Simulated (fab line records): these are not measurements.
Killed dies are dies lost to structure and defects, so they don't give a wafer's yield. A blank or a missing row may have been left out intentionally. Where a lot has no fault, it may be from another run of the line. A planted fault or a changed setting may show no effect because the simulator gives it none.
The same fault as seen by 2 desks || flow berkeley cmos170 || each desk holds nothing but its own numbers, with what lay behind them at the end

METROLOGY DESK
Means of the sampled wafers that have a number, per lot and without regard to the tool the lot ran on: this is what the gauges read. Marked OUT: a lot whose mean sits more than 4 standard deviations from the usual mean, which makes it out of limits; the brackets give that distance.
Columns: A = START_OXIDE_THK at UCB170_START_THK_MEAS_03, usual 19.5 nm; B = PLDD_TW at UCB170_PLDD_TW_MEAS_11, usual 1009; C = PLDD_RS at UCB170_SDANNEAL_RS_MEAS_04, usual 1032.2 ohm/sq; D = V1_BOW at UCB170_V1_BOW_MEAS_03, usual 19 um
{"lot": "L452", "first seen here": "day 1 12:52", "A": 19.9, "B": 999, "C": 1031.1, "D": 23}
{"lot": "L453", "first seen here": "day 1 19:01", "A": 19.5, "B": 1003, "C": 1032.1, "D": 11}
{"lot": "L454", "first seen here": "day 1 22:55", "A": 19.6, "B": 1011, "C": 1032.7, "D": 26}
{"lot": "L456", "first seen here": "day 2 10:12", "A": 19.7, "B": 1014, "C": 1033.5, "D": 28}
{"lot": "L457", "first seen here": "day 2 15:11", "A": 19.2, "B": 1005, "C": 1033.9, "D": 16}
{"lot": "L458", "first seen here": "day 2 20:46", "A": 19.3, "B": 1011, "C": 1032.3, "D": 16}
{"lot": "L461", "first seen here": "day 3 14:16", "A": 19.0, "B": 1004, "C": 1030.9, "D": 25}
{"lot": "L463", "first seen here": "day 3 23:35", "A": 19.4, "B": 1008, "C": 1031.4, "D": 21}
{"lot": "L464", "first seen here": "day 4 03:17", "A": 19.3, "B": 1022, "C": 1032.9, "D": 15}
{"lot": "L465", "first seen here": "day 4 08:44", "A": 19.2, "B": 1002, "C": 1032.5, "D": 11}
{"lot": "L466", "first seen here": "day 4 11:29", "A": 19.4, "B": "958 (-7.7) OUT", "C": "1194.3 (+77) OUT", "D": 13}
{"lot": "L470", "first seen here": "day 5 08:52", "A": 20.0, "B": "954 (-8.4) OUT", "C": "1191.2 (+76) OUT", "D": 20}
{"lot": "L472", "first seen here": "day 5 18:25", "A": 19.1, "B": 1014, "C": 1031.6, "D": 17}
{"lot": "L475", "first seen here": "day 6 06:53", "A": 19.8, "B": 1014, "C": 1032.2, "D": 16}
This desk's finding: out of limits on L466, L470; first on L466, day 9 01:52 (PLDD_TW at UCB170_PLDD_TW_MEAS_11). In limits: L452, L453, L454, L456, L457, L458, L461, L463, L464, L465, L472, L475.

AT THE TOOL OWNER'S DESK: implanter-04
For each lot that ran on this tool, the mean over its sampled wafers that have a number, from the tool's own readings at UCB170_PLDD_IMPLANT_09. Marked OUT: a lot whose mean sits more than 4 standard deviations from the usual mean, which makes it out of limits; the brackets give that distance.
Columns: A = dose ions cm2 at UCB170_PLDD_IMPLANT_09, usual 5e+13; B = faraday current uA at UCB170_PLDD_IMPLANT_09, usual 158.8
{"lot": "L453", "first seen here": "day 6 14:22", "A": 5e+13, "B": 157.0}
{"lot": "L454", "first seen here": "day 7 01:07", "A": 5e+13, "B": 160.2}
{"lot": "L456", "first seen here": "day 7 06:54", "A": 5e+13, "B": 161.8}
{"lot": "L463", "first seen here": "day 8 16:04", "A": 5e+13, "B": 157.3}
{"lot": "L466", "first seen here": "day 9 01:37", "A": "3e+13 (-99 or more) OUT", "B": "105.9 (-18) OUT"}
{"lot": "L470", "first seen here": "day 9 21:41", "A": "3e+13 (-99 or more) OUT", "B": "108.0 (-17) OUT"}
This desk's finding: out of limits on L466, L470; first on L466, day 9 01:37 (dose ions cm2 at UCB170_PLDD_IMPLANT_09). In limits: L453, L454, L456, L463.

BROUGHT TOGETHER
The tool owner's desk could have raised an alarm at day 9 01:37, on L466, L470.
The metrology desk could have raised an alarm at day 9 01:52, on L466, L470.
Of the lots named, all ran UCB170_PLDD_IMPLANT_09 on implanter-04.

WHAT HAD BEEN PUT IN BY THE SIMULATOR
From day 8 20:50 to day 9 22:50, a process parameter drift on implanter-04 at UCB170_PLDD_IMPLANT_09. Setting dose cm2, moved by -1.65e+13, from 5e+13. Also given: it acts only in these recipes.
Shown lots that were struck: L466, L470.
Delay (hours) between the fault's onset and each desk's first out-of-limits reading: 5 at the tool owner's desk, 5 at the metrology desk.
